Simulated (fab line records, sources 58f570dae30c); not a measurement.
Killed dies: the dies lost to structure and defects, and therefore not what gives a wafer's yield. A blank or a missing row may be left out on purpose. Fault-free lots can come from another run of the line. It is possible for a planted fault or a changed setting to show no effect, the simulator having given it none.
Struck lot and sound lot, side by side + flow berkeley-cmos170 + 31 steps out of a route of 331
Sound: the wafers L203.1, L203.5, L203.6. The struck wafers were L202.3, L202.4, L202.6. The cause is given at the end.
For every step that has rows: the tool of each side, followed by ch and its chambers, followed by its first start. Under that, the readings that differ: sound wafers + struck wafers + difference of the means + sigmas: that difference in standard deviations of wafers without a fault.
alike: same words and numbers on both sides, and readings whose means sit less than 2 such deviations apart. not compared: any withheld reading, any reading some wafer has no value for, any bound like >300 that may hide the same value, and any number with overlapping values for which the record gives no deviation.
The two part at a step that has a row with sigmas, a row that says differs or no value, or rows on one side only. Numbers that don't overlap but have no deviation are shown without sigmas and don't part them. Lack of a reading on every wafer of one side parts them only where that side has two or more wafers.

first, 6 steps without rows for these wafers: UCB170_V1_HMDS_06 (prime time 60 s); UCB170_V1_COAT_07 (resist thk 900 nm); UCB170_V1_SOFTBAKE_08 (time 60 s); UCB170_V1_EXPOSE_09 (exposes mask VIA1, target cd 700 nm); UCB170_V1_PEB_10; UCB170_V1_DEVELOP_11 (develop time 45 s).
UCB170_V1_CD_MEAS_12: the cd target is 700 nm.
  sound on cd-sem-01 at day 11 04:00; struck on cd-sem-01 at day 10 06:19
  alike: cd-nm
UCB170_V1_OVL_MEAS_13:
  sound on overlay-01 at day 11 04:07; struck on overlay-01 at day 10 06:24
  alike: V1_OVL
UCB170_V1_ETCH_14: etches SiO2 in CHF3/CF4/Ar, stops on Al, target depth 1250 nm, time 291 s.
  sound on rie-diel-03 ch 0,1, day 11 04:10; struck on rie-diel-04 ch 0,2, day 10 06:25
  alike: drypump-motor-current-A, oes-product-au, throttle-valve-pct
  not compared: rf-hours-counter-h
UCB170_V1_STRIP_15: strips in O2.
  sound on plasma-asher-04 ch 0,1, day 11 04:20; struck on plasma-asher-02 ch 0,1, day 10 06:38
  alike: drypump-motor-current-A, oes-product-au, strip-time-to-endpoint-s
  not compared: rf-hours-counter-h
UCB170_V1_CD_MEAS_90: the cd target is 700 nm.
  sound on cd-sem-01 at day 11 04:26; struck on cd-sem-01 at day 10 06:44
  alike: cd-nm
then, 1 step without rows for these wafers: UCB170_M2_PRE_CLEAN_00 (preclean etch time 60 s).
UCB170_M2_SPUTTER_01: material Al, target thk 900 nm, time 120 s.
  sound on pvd-sputter-03 at day 11 04:37; struck on pvd-sputter-04 at day 10 07:08
  alike: throttle-valve-pct
UCB170_M2_RS_MEAS_02: uses a four-point probe to measure.
  sound on film-metro-04 at day 11 04:43; struck on film-metro-03 at day 10 07:16
| reading           | sound                | struck               | difference | sigmas |
|-------------------|----------------------|----------------------|------------|--------|
| M2_AL_RS (ohm/sq) | 0.0317 0.0318 0.0323 | 0.0161 0.0161 0.0161 | -0.0158    | -45    |
UCB170_M2_THK_MEAS_03: measures by xrf.
  sound on film-metro-04 at day 11 04:50; struck on film-metro-03 at day 10 07:22
| reading        | sound       | struck         | difference | sigmas |
|----------------|-------------|----------------|------------|--------|
| M2_AL_THK (nm) | 920 914 914 | 1808 1810 1805 | +892       | +89    |
then, 3 steps without rows for these wafers: UCB170_M2_HMDS_04 (prime time 60 s); UCB170_M2_COAT_05 (resist thk 900 nm); UCB170_M2_SOFTBAKE_06 (time 60 s).
UCB170_M2_STRIP_07: strips in O2.
  sound on plasma-asher-01 ch 0,1, day 11 05:20; struck on plasma-asher-04 ch 0,1, day 10 07:53
  alike: drypump-motor-current-A, oes-product-au, strip-time-to-endpoint-s
  not compared: rf-hours-counter-h
then, 7 steps without rows for these wafers: UCB170_M2_STRIP_08 (strips KrF in DMSO, time 600 s); UCB170_M2_COAT_09; UCB170_M2_COAT_10 (resist thk 911.2 nm); UCB170_M2_SOFTBAKE_11 (time 60 s); UCB170_M2_EXPOSE_12 (exposes mask METAL2, target cd 700 nm); UCB170_M2_PEB_13; UCB170_M2_DEVELOP_14 (develop time 45 s).
UCB170_M2_CD_MEAS_15: the cd target is 700 nm.
  sound on cd-sem-02 at day 11 07:21; struck on cd-sem-02 at day 10 11:15
| reading    | sound             | struck            | difference | sigmas |
|------------|-------------------|-------------------|------------|--------|
| cd-nm (nm) | 702.7 703.0 701.6 | 699.2 699.3 698.2 | -3.5       | -3     |
UCB170_M2_OVL_MEAS_16:
  sound on overlay-01 at day 11 07:28; struck on overlay-02 at day 10 11:21
| reading     | sound      | struck | difference | sigmas |
|-------------|------------|--------|------------|--------|
| M2_OVL (nm) | -10 -8 -16 | 5 0 -1 | +13        | +2     |
UCB170_M2_ETCH_17: etches BARC in N2/H2.
  sound on rie-diel-03 ch 0,1,2, day 11 07:31; struck on rie-diel-04 ch 0,2,3, day 10 11:22
  alike: drypump-motor-current-A, n2-flow-sccm, oes-product-au, throttle-valve-pct
UCB170_M2_METAL_ETCH_18: etches Al in Cl2/BCl3, stops on SiO2, target depth 1170 nm, time 195 s.
  sound on rie-metal-01 ch 0,1, day 11 07:33; struck on rie-metal-01 ch 0,1, day 10 11:28
| reading                        | sound             | struck            | difference | sigmas |
|--------------------------------|-------------------|-------------------|------------|--------|
| oes-product-au (a.u.)          | 0.862 0.851 0.846 | 0.989 1.001 0.998 | +0.143     | +18    |
| model.etch.depth-nm (nm)       | 912.6 909.1 899.8 | 1139 1181 1190    | +263       |        |
| model.M2.feature-depth-nm (nm) | 969.1 966.4 954.4 | 1139 1181 1190    | +207       |        |
  alike: drypump-motor-current-A, throttle-valve-pct
  not compared: rf-hours-counter-h
UCB170_M2_STRIP_19: strips in O2.
  sound on plasma-asher-04 ch 0,1, day 11 07:44; struck on plasma-asher-01 ch 0,1, day 10 11:39
  alike: drypump-motor-current-A, oes-product-au
  not compared: rf-hours-counter-h

== WHERE THEY PART ==
At UCB170_M2_RS_MEAS_02 first; at UCB170_M2_METAL_ETCH_18 last (within this record only). Later steps at which nothing parts them and some readings are alike: UCB170_M2_STRIP_19.

WHY: the cause the simulator had injected
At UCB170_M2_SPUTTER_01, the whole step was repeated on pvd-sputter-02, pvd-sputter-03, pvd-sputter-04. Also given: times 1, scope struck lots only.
